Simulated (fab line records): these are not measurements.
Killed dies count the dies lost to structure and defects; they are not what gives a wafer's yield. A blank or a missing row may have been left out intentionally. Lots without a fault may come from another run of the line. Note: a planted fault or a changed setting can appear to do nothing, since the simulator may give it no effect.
A sampling plan put to the test -- flow berkeleyCmos170 -- one line in one fab, 11 faults in these records, each fault weighed on the records of the lots it struck
The line's own looks make up the plan; these are the steps of the route where a gauge or inspection reads the wafer and leaves it unchanged. A look can be judged if struck wafers have a number there and the file gives its usual mean and standard deviation on fault-free wafers. Caught: 4 or more of those standard deviations (sigma) separate the usual mean from the mean of the struck wafers at a look after the fault's first step. On the tool: the same test on the tool's own readings at the fault's steps. It also counts as caught if the struck wafers ran another recipe or if their record alone is blank.

THE FAULTS, as the simulator had put them in
1. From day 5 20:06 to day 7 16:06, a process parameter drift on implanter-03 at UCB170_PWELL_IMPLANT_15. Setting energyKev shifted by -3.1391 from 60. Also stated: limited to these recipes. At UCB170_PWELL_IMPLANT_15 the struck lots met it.
2. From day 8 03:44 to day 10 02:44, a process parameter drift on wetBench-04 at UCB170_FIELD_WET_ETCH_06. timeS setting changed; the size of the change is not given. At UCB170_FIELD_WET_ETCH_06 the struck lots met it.
3. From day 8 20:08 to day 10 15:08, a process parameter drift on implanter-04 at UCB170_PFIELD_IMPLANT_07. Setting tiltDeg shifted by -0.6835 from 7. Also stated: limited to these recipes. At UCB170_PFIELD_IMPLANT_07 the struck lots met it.
4. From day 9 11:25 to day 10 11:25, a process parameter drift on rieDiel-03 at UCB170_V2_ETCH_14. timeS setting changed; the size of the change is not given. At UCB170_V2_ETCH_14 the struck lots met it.
5. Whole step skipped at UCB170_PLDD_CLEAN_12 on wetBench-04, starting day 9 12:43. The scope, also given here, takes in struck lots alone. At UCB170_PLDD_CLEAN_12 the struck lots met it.
6. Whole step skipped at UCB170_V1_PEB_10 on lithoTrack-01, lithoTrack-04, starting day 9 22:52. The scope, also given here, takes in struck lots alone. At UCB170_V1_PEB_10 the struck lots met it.
7. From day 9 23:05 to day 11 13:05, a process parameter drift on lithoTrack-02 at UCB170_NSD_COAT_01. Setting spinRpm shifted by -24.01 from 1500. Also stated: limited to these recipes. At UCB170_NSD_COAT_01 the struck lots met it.
8. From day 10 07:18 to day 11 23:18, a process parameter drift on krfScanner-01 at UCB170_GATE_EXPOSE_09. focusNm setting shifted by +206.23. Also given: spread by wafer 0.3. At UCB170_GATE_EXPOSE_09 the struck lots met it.
9. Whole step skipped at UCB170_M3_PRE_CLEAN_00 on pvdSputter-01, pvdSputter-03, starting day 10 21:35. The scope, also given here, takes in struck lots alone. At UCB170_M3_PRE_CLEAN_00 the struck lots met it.
10. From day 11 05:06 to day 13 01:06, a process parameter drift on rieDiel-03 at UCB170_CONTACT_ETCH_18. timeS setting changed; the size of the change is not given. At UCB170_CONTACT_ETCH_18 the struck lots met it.
11. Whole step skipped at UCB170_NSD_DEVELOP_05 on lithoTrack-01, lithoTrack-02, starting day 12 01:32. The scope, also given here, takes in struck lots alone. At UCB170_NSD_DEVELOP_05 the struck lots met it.

WHAT THE PLAN SAW
fault,on the tool itself,first look that catches it,"reading, sigma",median hours from its first step to that look,hours from the fault's start to the first struck lot there,judged looks passed uncaught
1,beamEnergyKeV -99 or beyond sigma,no look after it can be judged,-,-,-,0
2,runLengthS -4.5 sigma,not the one look that can be judged after it,-,-,-,1
3,tiltDeg -35 sigma,no look after it can be judged,-,-,-,0
4,runLengthS -14 sigma,no look after it can be judged,-,-,-,0
5,the tool's record is blank for the struck wafers,no look after it can be judged,-,-,-,0
6,the tool's record is blank for the struck wafers,no look after it can be judged,-,-,-,0
7,spinSpeedRpm -24 sigma,no look after it can be judged,-,-,-,0
8,exposureDoseMJCm2 -6.6 sigma,no look after it can be judged,-,-,-,0
9,the tool's record is blank for the struck wafers,no look after it can be judged,-,-,-,0
10,runLengthS -14 sigma,not the one look that can be judged after it,-,-,-,1
11,the tool's record is blank for the struck wafers,none of the 2 looks that can be judged after it,-,-,-,2
Dash: fault not caught, or number not given in these records.

Caught at a look: 0 of 11. Caught on the tool: 11 of 11. By one or the other: 11 of 11.
On the tool alone, faults 1, 2, 3, 4, 5, 6, 7, 8, 9, 10, 11 were caught.
